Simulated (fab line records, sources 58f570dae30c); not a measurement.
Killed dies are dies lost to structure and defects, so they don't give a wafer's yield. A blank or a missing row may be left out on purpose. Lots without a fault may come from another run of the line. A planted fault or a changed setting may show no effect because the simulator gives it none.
Which tool did it? | flow berkeley_cmos170 | 7 lots, 21 wafers sampled, at 3 steps of a route of 331

WHAT THE GAUGES READ, wafer by wafer
UCB170_CONTACT_OVL_MEAS_16.
lot  | measured     | on         | CONTACT_OVL (nm)
L119 | day 7 07:05  | overlay-02 | 6 5 10
L120 | day 8 00:42  | overlay-01 | -7 -4 -3
L124 | day 8 06:59  | overlay-02 | 8 0 -9
L126 | day 8 23:55  | overlay-02 | 1 -2 -2
L128 | day 9 01:53  | overlay-01 | 2 0 3
L136 | day 10 16:24 | overlay-01 | -134 -129 -131
L140 | day 12 03:50 | overlay-02 | -3 -2 -6

WHICH TOOL RAN EACH LOT (tool, then ch and the chambers of the sampled wafers, then the start)
lot  | UCB170_NLDD_STRIP_10                 | UCB170_CONTACT_EXPOSE_12
L119 | plasma_asher-01 ch 0,1, day 6 16:08  | krf_scanner-02 ch 0, day 7 06:36
L120 | plasma_asher-02 ch 0,1, day 7 09:50  | krf_scanner-01 ch 0, day 8 00:11
L124 | plasma_asher-01 ch 0,1, day 7 12:41  | krf_scanner-02 ch 0, day 8 06:28
L126 | plasma_asher-03 ch 0,1, day 8 05:18  | krf_scanner-01 ch 0, day 8 23:16
L128 | plasma_asher-01 ch 0,1, day 8 12:17  | krf_scanner-02 ch 0, day 9 01:23
L136 | plasma_asher-02 ch 0,1, day 10 00:45 | krf_scanner-02 ch 0, day 10 15:28
L140 | plasma_asher-02 ch 0,1, day 11 10:08 | krf_scanner-01 ch 0, day 12 02:35
- UCB170_NLDD_STRIP_10: strips in O2.
- UCB170_CONTACT_EXPOSE_12: exposes mask CONT, target cd 700 nm.

THE ANSWER, worked out from the rows above alone
Rule: what is usual is taken from the lots themselves. Put in order of their means at a reading, lots are off if they are a third of the lots or fewer, leave a main group of 4 or more, and stand apart from it by a gap of 3 or more times the standard deviation of the main group's means; of several such gaps the widest counts. A main group whose means are all the same, to the digits that the tables above print for the reading, isn't used. A lot without any number at a reading at which 4 lots or more have one is off too. The other lots that the step has rows for count as sound.
Off: L136, at UCB170_CONTACT_OVL_MEAS_16 (CONTACT_OVL). The main group: mean -0 nm, standard deviation 3.8.
A tool fits if, at a process step before that reading, it ran every lot that is off, and no sound lot after the first of them. The gauges at UCB170_CONTACT_OVL_MEAS_16 are tried like those tools. Can't be told from this: 2 tools fit, krf_scanner-02 at UCB170_CONTACT_EXPOSE_12, overlay-01 at UCB170_CONTACT_OVL_MEAS_16.

WHAT THE SIMULATOR HAD PUT IN
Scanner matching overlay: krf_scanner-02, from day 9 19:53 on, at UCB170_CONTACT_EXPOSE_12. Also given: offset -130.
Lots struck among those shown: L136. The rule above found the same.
